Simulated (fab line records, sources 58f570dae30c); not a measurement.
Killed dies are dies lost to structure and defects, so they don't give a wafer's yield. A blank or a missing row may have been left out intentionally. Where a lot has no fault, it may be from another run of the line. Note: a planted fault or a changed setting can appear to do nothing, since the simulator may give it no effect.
Problem report in the 8D (eight disciplines) form, filled by code / flow berkeley_cmos170 / the parts of the form that need people (team, actions taken, sign-off) are left out

## 1. THE ISSUE
Wafers without a fault read 1000 C, standard deviation 0.093; tube_center_temp_C at UCB170_PWELL_ANNEAL_04 reads a mean of 1141 C on 6 wafers belonging to 2 lots. So: +99 or more standard deviations from the usual mean.
The step: time 900 s.
First observed at day 7 01:02: wafer L476.1, on furnace-03. The record holds 18 wafers of 6 lots with a number at this step. Rule for "out" (also "out of limits"): further than 4 standard deviations from the usual mean. All remaining wafers that have a number are taken as sound.

## 2. WHAT IT IS, WHAT IT ISN'T
question=which readings at this step; is=tube_center_temp_C, spike_tc_centre_C, spike_tc_load_C, spike_tc_source_C, tube_center_temp_C_max, zone_power_load_pct; is not=-
question=which lots; is=L476, L477; is not=L461, L463, L466, L473
question=which wafers of those lots; is=all that have a number; is not=-
question=read on which tools; is=furnace-03; is not=furnace-02
question=when; is=from day 7 01:02; is not=up to then (12 sound wafers)

## 3. WHAT RULES OUT EACH SUSPECT
Counting: a tool stays on the suspect list if, at a process step up to the reading, it processed all lots that are out and no sound lot following the first of them.
- furnace-03 at UCB170_PWELL_ANNEAL_04 (time 900 s): kept. It processed each lot that is out, first L476 at day 7 01:02, and no sound lot thereafter; up to then, the last sound lot it processed was L473 at day 6 03:05. Its own readings are out on those wafers: spike_tc_centre_C, spike_tc_load_C, spike_tc_source_C, tube_center_temp_C, tube_center_temp_C_max, zone_power_load_pct.
The count leaves furnace-03 at UCB170_PWELL_ANNEAL_04.

## 4. THE CAUSE (what the simulator had put in)
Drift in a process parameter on furnace-03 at UCB170_PWELL_ANNEAL_04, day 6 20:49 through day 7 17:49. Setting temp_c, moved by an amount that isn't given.
The count eliminated every tool but this one.

## 5. SEQUENCE OF EFFECTS, ordered by route
Each row: a reading where the mean over the struck wafers with a number is more than 3 standard deviations away from the usual. Only readings for which the record gives a usual standard deviation are gone through. hours: the time from each lot's start at the first step in this table that gives one to its start at this step, as a median over the lots. sigmas: the change in usual standard deviations.
hours=0; step=UCB170_PWELL_ANNEAL_04; reading=spike_tc_centre_C; usual=1002.8 C; on struck wafers=1144.1; change=+141.3; sigmas=+99 or more
hours=0; step=UCB170_PWELL_ANNEAL_04; reading=spike_tc_load_C; usual=1026.1 C; on struck wafers=1169.4; change=+143.3; sigmas=+80
hours=0; step=UCB170_PWELL_ANNEAL_04; reading=spike_tc_source_C; usual=1024 C; on struck wafers=1166; change=+142; sigmas=+44
hours=0; step=UCB170_PWELL_ANNEAL_04; reading=tube_center_temp_C; usual=1000 C; on struck wafers=1141; change=+141; sigmas=+99 or more
hours=0; step=UCB170_PWELL_ANNEAL_04; reading=tube_center_temp_C_max; usual=1002.6; on struck wafers=1143.3; change=+140.7; sigmas=+99 or more
hours=0; step=UCB170_PWELL_ANNEAL_04; reading=zone_power_load_pct; usual=34.8 %; on struck wafers=48.9; change=+14.1; sigmas=+4.7
It contains these process steps:
- UCB170_PWELL_ANNEAL_04: time 900 s.

## 6. WHAT WOULD HAVE CAUGHT IT SOONER
In this record the first reading out of limits was taken at day 7 01:02, 4 hours after the fault began at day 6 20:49.
